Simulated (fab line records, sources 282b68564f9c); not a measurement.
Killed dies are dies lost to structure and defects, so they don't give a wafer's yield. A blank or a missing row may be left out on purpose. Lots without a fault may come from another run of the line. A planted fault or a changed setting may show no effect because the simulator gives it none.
fab line records | flow rit_cmos
record lots=7 wafers=21 last_day=7
route steps=202 shown ACTIVE@17 FOX1@20 FOX2@23 NWELL@28 PWELL@39 WELLDRIVE@50
lots that met no fault: from a run of the same line without faults
start_h: hours from the record's first day to the start of the lot's first wafer shown | wait_h: hours since the lot's step before | " the same as in the row above | L1.1+2: a row that stands for several wafers | - no value, or no start given | * or withheld: withheld | < > ~ a bound
route shown NAME@n: a module of which the file shows steps, and the number in the route of the first | usual: mean/standard deviation of fault-free wafers | same: alike in all rows | chamber/n: place in a boat | sites: the reading at each site | _std_site: their standard deviation | _edge_site: outer sites' mean less inner sites' | radius_mm: how far each site lies from the wafer's centre | mask NAME#n: copy n | behind: the tool/chamber that last shaped the wafer | hold: why the lot was held/for how many hours/how that ended | device: the transistor (n, p or np) that didn't switch | end of line: the same wafers' tests at the end of the route | a step without rows: its recipe alone | killed: dies lost to structure and defects at the first sort, not the wafer's yield | map: a wafer's dies, x killed, . not, _ none there
set.NAME: the setting as run; set.NAME@STEP: as run at that earlier step | model.NAME: the simulator's own value behind a step, which no gauge read
lots at some steps of the route; a table a step, a row a wafer
services: from which hour (start_h, from the record's first day; less than 0 if before it) a tool's chamber was out of use, for how many hours, and why
## steps
# step RIT_ACTIVE_CLEAN_15
# recipe chemistry=SC1 mix=3:3:50 time_s=600 temp_c=75
# step RIT_ACTIVE_CLEAN_16
# recipe chemistry=dHF dilution=50:1 time_s=30
# step RIT_ACTIVE_CLEAN_17
# recipe chemistry=SC2 mix=3:3:50 time_s=600 temp_c=75 dry=n2_spin
# step RIT_FOX1_OXIDATION_00
# recipe temp_c=1100 ambient=H2O target_thk_a=3507 p_h2o_torr=720 ox_time_s=1130
# step RIT_FOX1_THK_MEAS_01
# recipe reads=SiO2_of_FOX1_OXIDATION_00
# usual FOX1_OXIDE_THK=354/7
# columns lot.wafer tool chamber start_h wait_h FOX1_OXIDE_THK[nm]
L474.3 film_metro-02 - 24.20 0.0 358
L474.4 " - " " 359
L474.6 " - " " 358
L478.1 film_metro-03 - 43.05 0.0 367
L478.3 " - " " 368
L478.5 " - " " 366
L479.1 film_metro-02 - 48.44 0.0 366
L479.2 " - " " 361
L479.4 " - " " 369
L480.1 film_metro-03 - 53.37 0.0 338
L480.3 " - " " 345
L480.5 " - " " 354
L485.1 film_metro-01 - 76.95 0.0 353
L485.4 " - " " 343
L485.5 " - " " 345
L492.1 film_metro-01 - 112.23 0.0 347
L492.3 " - " " 345
L492.4 " - " " 351
L496.1 film_metro-03 - 131.95 0.0 349
L496.2 " - " " 359
L496.5 " - " " 356
# step RIT_FOX1_WET_ETCH_02
# recipe chemistry=BOE target_depth_nm=350 time_s=390 temp_c=21.5 dry=n2_spin dilution=10:1 target=SiO2
# step RIT_FOX2_OXIDATION_00
# recipe temp_c=1100 ambient=H2O target_thk_a=3507 p_h2o_torr=720 ox_time_s=1130
# step RIT_FOX2_THK_MEAS_01
# recipe reads=SiO2_of_FOX2_OXIDATION_00
# usual FOX2_OXIDE_THK=351/7.5
# columns lot.wafer tool chamber start_h wait_h FOX2_OXIDE_THK[nm]
L474.3 film_metro-01 - 25.69 0.0 352
L474.4 " - " " 348
L474.6 " - " " 347
L478.1 film_metro-04 - 44.57 0.0 361
L478.3 " - " " 363
L478.5 " - " " 361
L479.1 film_metro-01 - 49.93 0.0 348
L479.2 " - " " 357
L479.4 " - " " 354
L480.1 film_metro-04 - 54.86 0.0 362
L480.3 " - " " 358
L480.5 " - " " 360
L485.1 film_metro-04 - 78.78 0.0 351
L485.4 " - " " 351
L485.5 " - " " 356
L492.1 film_metro-02 - 113.72 0.0 352
L492.3 " - " " 357
L492.4 " - " " 355
L496.1 film_metro-01 - 133.45 0.0 362
L496.2 " - " " 359
L496.5 " - " " 359
# step RIT_FOX2_CLEAN_02
# recipe chemistry=dHF dilution=50:1 time_s=180
# step RIT_FOX2_WET_ETCH_03
# recipe chemistry=H3PO4 target=Si3N4 target_depth_nm=195 temp_c=165 time_s=2700
# step RIT_FOX2_THK_MEAS_90
# recipe reads=SiO2_of_FOX2_OXIDATION_00
# usual FIELD_OXIDE_LEFT_1_THK=324/7.5
# columns lot.wafer tool chamber start_h wait_h FIELD_OXIDE_LEFT_1_THK[nm]
L474.3 film_metro-04 - 26.57 0.0 325
L474.4 " - " " 321
L474.6 " - " " 320
L478.1 film_metro-01 - 45.45 0.0 334
L478.3 " - " " 336
L478.5 " - " " 334
L479.1 film_metro-01 - 50.80 0.0 320
L479.2 " - " " 330
L479.4 " - " " 326
L480.1 film_metro-01 - 55.73 0.0 335
L480.3 " - " " 331
L480.5 " - " " 332
L485.1 film_metro-04 - 79.73 0.0 323
L485.4 " - " " 324
L485.5 " - " " 329
L492.1 film_metro-01 - 114.60 0.0 325
L492.3 " - " " 329
L492.4 " - " " 327
L496.1 film_metro-04 - 134.40 0.0 335
L496.2 " - " " 332
L496.5 " - " " 331
# step RIT_NWELL_HMDS_00
# recipe prime_time_s=60 prime_temp_c=140
# step RIT_NWELL_COAT_01
# recipe resist=NOVOLAK spin_rpm=2000 resist_thk_nm=1321
# usual chill_plate_temp_C=23.00/0.11 dispense_pressure_kPa=54.1/2.9 resist_line_temp_C=23.02/0.11
# columns lot.wafer tool chamber start_h wait_h chill_plate_temp_C dispense_pressure_kPa resist_line_temp_C
L474.3 litho_track-01 0 26.81 0.1 23.01 54.6 23.11
L474.4 " 0 " " 23.10 54.6 23.12
L474.6 " 0 " " 23.05 54.6 22.88
L478.1 litho_track-02 - 45.66 0.1 - - -
L478.3 " - " " - - -
L478.5 " - " " - - -
L479.1 litho_track-02 - 51.01 0.1 - - -
L479.2 " - " " - - -
L479.4 " - " " - - -
L480.1 litho_track-01 - 56.18 0.1 - - -
L480.3 " - " " - - -
L480.5 " - " " - - -
L485.1 litho_track-01 0 79.94 0.1 23.01 54.6 23.01
L485.4 " 0 " " 23.04 54.6 23.10
L485.5 " 0 " " 22.98 54.6 23.01
L492.1 litho_track-04 0 114.81 0.1 23.13 58.2 23.15
L492.3 " 0 " " 23.18 58.2 23.10
L492.4 " 0 " " 23.22 58.2 23.01
L496.1 litho_track-01 0 134.84 0.1 23.03 54.5 23.08
L496.2 " 0 " " 23.06 54.6 23.00
L496.5 " 0 " " 22.99 54.5 23.09
# step RIT_NWELL_SOFTBAKE_02
# recipe resist=NOVOLAK temp_c=89.55 time_s=60
# step RIT_NWELL_EXPOSE_03
# recipe mask_id=M2 na=0.57 target_cd_nm=43900 dose_mj=250
# step RIT_NWELL_PEB_04
# recipe resist=NOVOLAK temp_c=withheld time_s=withheld
# step RIT_NWELL_DEVELOP_05
# recipe resist=NOVOLAK develop_time_s=68 dev_temp_c=23
# step RIT_NWELL_OVL_MEAS_06
# usual NWELL_OVL=-1.4/1.2
# columns lot.wafer tool chamber start_h wait_h NWELL_OVL[nm]
L474.3 overlay-01 - 27.50 - -1.6
L474.4 " - " " -2.0
L474.6 " - " " -0.7
L478.1 overlay-01 - 46.39 - -
L478.3 " - " " -
L478.5 " - " " -
L479.1 overlay-01 - 51.74 - -
L479.2 " - " " -
L479.4 " - " " -
L480.1 overlay-02 - 56.91 - -
L480.3 " - " " -
L480.5 " - " " -
L485.1 overlay-01 - 80.95 - -3.8
L485.4 " - " " -2.1
L485.5 " - " " -3.2
L492.1 overlay-02 - 115.56 - -2.1
L492.3 " - " " -3.5
L492.4 " - " " -0.1
L496.1 overlay-02 - 135.57 - 0.9
L496.2 " - " " 0.8
L496.5 " - " " -1.0
# step RIT_NWELL_HARDBAKE_07
# recipe resist=NOVOLAK temp_c=140 time_s=120
# step RIT_NWELL_IMPLANT_08
# recipe species=P energy_kev=170 dose_cm2=5e+13 tilt_deg=7
# step RIT_NWELL_STRIP_09
# recipe chemistry=O2 time_s=180 resist=NOVOLAK platen_temp_c=withheld power_w=500 pressure_mtorr=4000 o2_flow_sccm=4000
# usual drypump_motor_current_A=5.8/0.66
# columns lot.wafer tool chamber start_h wait_h drypump_motor_current_A rf_hours_counter_h
L474.3 plasma_asher-03 0 27.98 0.1 6.4 -
L474.4 " 1 " " 6.7 -
L474.6 " 0 " " 6.4 -
L478.1 plasma_asher-01 0 46.83 0.1 5.2 25
L478.3 " 0 " " 5.2 -
L478.5 " 1 " " 5.7 -
L479.1 plasma_asher-04 1 52.18 0.1 4.9 41
L479.2 " 0 " " 5.4 41
L479.4 " 1 " " 4.9 -
L480.1 plasma_asher-04 0 57.35 0.1 5.4 42
L480.3 " 1 " " 4.9 -
L480.5 " 1 " " 4.9 -
L485.1 plasma_asher-04 1 81.39 0.1 4.9 44
L485.4 " 1 " " 4.9 -
L485.5 " 1 " " 4.9 -
L492.1 plasma_asher-01 1 115.99 0.1 5.7 34
L492.3 " 0 " " 5.2 -
L492.4 " 1 " " 5.7 -
L496.1 plasma_asher-03 0 136.00 0.1 6.4 47
L496.2 " 1 " " 6.7 47
L496.5 " 0 " " 6.4 -
# step RIT_NWELL_TW_MEAS_10
# usual NWELL_TW=2111/13
# columns lot.wafer tool chamber start_h wait_h NWELL_TW
L474.3 film_metro-03 - 28.12 0.1 2105
L474.4 " - " " 2113
L474.6 " - " " 2110
L478.1 film_metro-04 - 47.00 0.1 2105
L478.3 " - " " 2113
L478.5 " - " " 2087
L479.1 film_metro-04 - 52.35 0.1 2110
L479.2 " - " " 2099
L479.4 " - " " 2113
L480.1 film_metro-04 - 57.53 0.1 2112
L480.3 " - " " 2114
L480.5 " - " " 2111
L485.1 film_metro-01 - 81.57 0.1 2122
L485.4 " - " " 2126
L485.5 " - " " 2115
L492.1 film_metro-03 - 116.17 0.1 2102
L492.3 " - " " 2106
L492.4 " - " " 2085
L496.1 film_metro-03 - 136.18 0.1 2102
L496.2 " - " " 2114
L496.5 " - " " 2094
# step RIT_PWELL_HMDS_00
# recipe prime_time_s=60 prime_temp_c=140
# step RIT_PWELL_COAT_01
# recipe resist=NOVOLAK spin_rpm=2000 resist_thk_nm=1300
# step RIT_PWELL_SOFTBAKE_02
# recipe resist=NOVOLAK temp_c=90 time_s=60
# step RIT_PWELL_EXPOSE_03
# recipe mask_id=M3 na=0.57 target_cd_nm=43700 dose_mj=250
# step RIT_PWELL_PEB_04
# recipe resist=NOVOLAK temp_c=withheld time_s=withheld
# step RIT_PWELL_DEVELOP_05
# recipe resist=NOVOLAK develop_time_s=68 dev_temp_c=23
# step RIT_PWELL_OVL_MEAS_06
# usual PWELL_OVL=-0.6/1.1
# columns lot.wafer tool chamber start_h wait_h PWELL_OVL[nm]
L474.3 overlay-01 - 29.05 - -0.4
L474.4 " - " " -1.7
L474.6 " - " " -1.5
L478.1 overlay-02 - 47.95 - 1.1
L478.3 " - " " 0.7
L478.5 " - " " 2.5
L479.1 overlay-01 - 53.42 - -0.9
L479.2 " - " " -1.2
L479.4 " - " " -0.3
L480.1 overlay-02 - 58.59 - 0.2
L480.3 " - " " -0.3
L480.5 " - " " -0.1
L485.1 overlay-01 - 82.51 - 0.1
L485.4 " - " " -1.2
L485.5 " - " " 0.4
L492.1 overlay-02 - 117.11 - -1.7
L492.3 " - " " -0.8
L492.4 " - " " -0.2
L496.1 overlay-02 - 137.33 - -1.8
L496.2 " - " " -0.2
L496.5 " - " " -2.3
# step RIT_PWELL_HARDBAKE_07
# recipe resist=NOVOLAK temp_c=140 time_s=120
# step RIT_PWELL_IMPLANT_08
# recipe species=B energy_kev=170 dose_cm2=7e+13 tilt_deg=7
# step RIT_PWELL_STRIP_09
# recipe chemistry=O2 time_s=180 resist=NOVOLAK platen_temp_c=withheld power_w=500 pressure_mtorr=4000 o2_flow_sccm=4000
# usual drypump_motor_current_A=5.4/0.33
# columns lot.wafer tool chamber start_h wait_h drypump_motor_current_A rf_hours_counter_h
L474.3 plasma_asher-01 0 29.53 0.1 5.2 -
L474.4 " 1 " " 5.8 -
L474.6 " 1 " " 5.8 -
L478.1 plasma_asher-02 1 48.38 0.1 5.7 40
L478.3 " 1 " " 5.7 -
L478.5 " 1 " " 5.7 -
L479.1 plasma_asher-02 0 53.86 0.1 5.8 41
L479.2 " 1 " " 5.7 41
L479.4 " 0 " " 5.8 -
L480.1 plasma_asher-02 0 59.03 0.1 5.8 41
L480.3 " 0 " " 5.8 -
L480.5 " 0 " " 5.8 -
L485.1 plasma_asher-04 0 82.94 0.1 5.4 44
L485.4 " 1 " " 4.9 -
L485.5 " 1 " " 4.9 -
L492.1 plasma_asher-04 1 117.54 0.1 4.9 50
L492.3 " 1 " " 4.9 -
L492.4 " 0 " " 5.4 -
L496.1 plasma_asher-02 1 137.76 0.1 5.7 2
L496.2 " 0 " " 5.8 2
L496.5 " 1 " " 5.7 -
# step RIT_PWELL_TW_MEAS_10
# usual PWELL_TW=939/6.3
# columns lot.wafer tool chamber start_h wait_h PWELL_TW
L474.3 film_metro-03 - 29.67 0.1 939
L474.4 " - " " 930
L474.6 " - " " 938
L478.1 film_metro-04 - 48.56 0.1 2171
L478.3 " - " " 2175
L478.5 " - " " 2149
L479.1 film_metro-04 - 54.03 0.1 2154
L479.2 " - " " 2153
L479.4 " - " " 2161
L480.1 film_metro-03 - 59.20 0.1 2151
L480.3 " - " " 2161
L480.5 " - " " 2174
L485.1 film_metro-01 - 83.12 0.1 938
L485.4 " - " " 938
L485.5 " - " " 938
L492.1 film_metro-03 - 117.72 0.1 936
L492.3 " - " " 928
L492.4 " - " " 930
L496.1 film_metro-01 - 137.94 0.1 940
L496.2 " - " " 940
L496.5 " - " " 942
# step RIT_WELLDRIVE_ANNEAL_00
# recipe temp_c=1100 time_s=14700 ambient=N2
## services
# columns tool chamber start_h hours kind
plasma_asher-02 - 27.74 2.8 pm
plasma_asher-04 - 31.89 3.0 repair
plasma_asher-04 - 68.29 2.8 pm
plasma_asher-02 - 91.14 0.5 repair
plasma_asher-03 - 93.48 28.1 pm
plasma_asher-02 - 104.86 3.3 repair
plasma_asher-02 - 105.39 0.4 repair
plasma_asher-02 - 108.81 9.0 pm
plasma_asher-02 0 108.81 9.0 vent_cycle
plasma_asher-02 1 108.81 9.0 vent_cycle
plasma_asher-02 0 117.81 - clean
plasma_asher-02 1 117.81 - clean
## key
first_sign step=RIT_NWELL_COAT_01 reading=tool_record direction=missing
effect step=RIT_NWELL_OVL_MEAS_06 reading=NWELL_OVL direction=missing
effect step=RIT_PWELL_TW_MEAS_10 reading=PWELL_TW direction=up sigmas=99+ usual=939 struck=2161
met_at RIT_NWELL_COAT_01
struck_wafers L478.1,L478.3,L478.5,L479.1,L479.2,L479.4,L480.1,L480.3,L480.5
sort_left_out L478.1,L478.3,L478.5,L479.1,L479.2,L479.4,L480.1,L480.3,L480.5
tester_left_out L478,L479,L480
onset_between 26.81 45.66
fault kind=skipped_step_whole tool=litho_track-01,litho_track-02 chamber=- onset_h=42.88 steps=RIT_NWELL_COAT_01 scope=struck_lots_only
# tester_left_out: of these lots the tester's yield and bins aren't shown, on N5 and GAA mostly nor the transistor test; their killed dies are dies lost to structure and defects alone, not to doping, threshold or leakage, so they don't give the yield
# sort_left_out: the simulated sort isn't trusted on such a fault, so these wafers' sort isn't shown, and their yield isn't known
